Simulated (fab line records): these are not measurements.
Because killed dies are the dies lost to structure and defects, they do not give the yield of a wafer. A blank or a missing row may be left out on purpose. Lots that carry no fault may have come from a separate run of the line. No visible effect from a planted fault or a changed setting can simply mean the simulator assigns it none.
Problem report, 8D (eight disciplines) form, completed by code | flow berkeley-cmos170 | the parts of the form that need people (team, actions taken, sign-off) are left out

== 1. THE PROBLEM ==
SPACER_TEOS_THK at UCB170_SPACER_THK_MEAS_01 reads a mean of 241 nm on 1 wafer of 1 lot; wafers without a fault read 375 nm with a standard deviation of 4.4. Relative to the usual mean, that is a shift of -30 standard deviations.
Seen first at day 10 14:29 on film-metro-01, wafer L924.1. The record holds 39 wafers of 13 lots with a number at this step. Rule for "out" (also "out of limits"): further than 4 standard deviations from the usual mean. The rest of the wafers with a number are treated as sound.

== 2. WHAT THIS IS AND IS NOT ==
question                    | is                | is not
which readings at this step | SPACER_TEOS_THK   | -
which lots                  | L924              | L903, L904, L905, L906, L907, L910, L912, L914, L915, L916, L917, L926
which wafers of those lots  | L924.1            | L924.2, L924.4
read on which gauges        | film-metro-01     | film-metro-03, film-metro-04
when                        | from day 10 14:29 | up to then (35 sound wafers); but 3 sound wafers of L926 came after

== 3. THE SUSPECTS, EACH WITH WHAT RULES IT OUT ==
Counting: if a tool at a process step up to the reading ran every lot that is out, it stays a suspect. Sound lots after the first of them don't rule it out here, since some wafers of a struck lot are sound.
- the gauge at UCB170_SPACER_THK_MEAS_01: ruled out. All the wafers that are out were read on film-metro-01, but those of them that UCB170_SPACER_ETCHBACK_03 has rows for are out there too, on other tools.
- pecvd-03 at UCB170_SPACER_CVD_00 (deposits SiO2 from TEOS/O2, target thk 376 nm, time 47 s): kept. It ran the lot that is out, L924 (day 10 14:26); its last sound lot up to then is L917 (day 9 02:05).
- In pecvd-03 at UCB170_SPACER_CVD_00, the wafers that are out were processed in chamber 0 and their sound lot-mates in chambers 1, 2.
The count leaves pecvd-03 at UCB170_SPACER_CVD_00.

== 4. THE CAUSE (what the simulator had put in) ==
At UCB170_SPACER_CVD_00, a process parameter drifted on pecvd-03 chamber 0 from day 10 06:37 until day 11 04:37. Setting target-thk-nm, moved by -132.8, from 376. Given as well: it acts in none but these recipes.
This tool alone remained once counting was done.

== 5. THE CHAIN OF EFFECTS, in route order ==
One row per reading whose mean, taken over the struck wafers that have a number, lies over 3 standard deviations from the usual. Only readings for which the record gives a usual standard deviation are gone through. hours: the time from each lot's start at the first step in this table that gives one to its start at this step, as a median over the lots. sigmas: the change in usual standard deviations.
hours | step                      | reading         | usual      | on struck wafers | change | sigmas
0     | UCB170_SPACER_THK_MEAS_01 | SPACER_TEOS_THK | 375 nm     | 241              | -134   | -30
6     | UCB170_SPACER_ETCHBACK_03 | oes-product-au  | 0.905 a.u. | 0.652            | -0.253 | -18
The process steps in it:
- UCB170_SPACER_ETCHBACK_03: etches SiO2 in CHF3/CF4/Ar, stops on Si, target depth 376 nm, time 100 s.

== 6. HOW IT WOULD HAVE BEEN CAUGHT EARLIER ==
The first out-of-limits reading at a measuring or inspecting step in this record came at day 10 14:29, 8 hours after the fault's start at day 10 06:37.
An alarm limit of 4 standard deviations would not have fired on the tool readings at UCB170_SPACER_CVD_00 for which the record gives a usual standard deviation, since none of them was out on any struck wafer.
By day 10 14:29, every lot that is out (1) had started UCB170_SPACER_CVD_00 on pecvd-03. Had the tool been put on hold then, not one of them would have been saved.
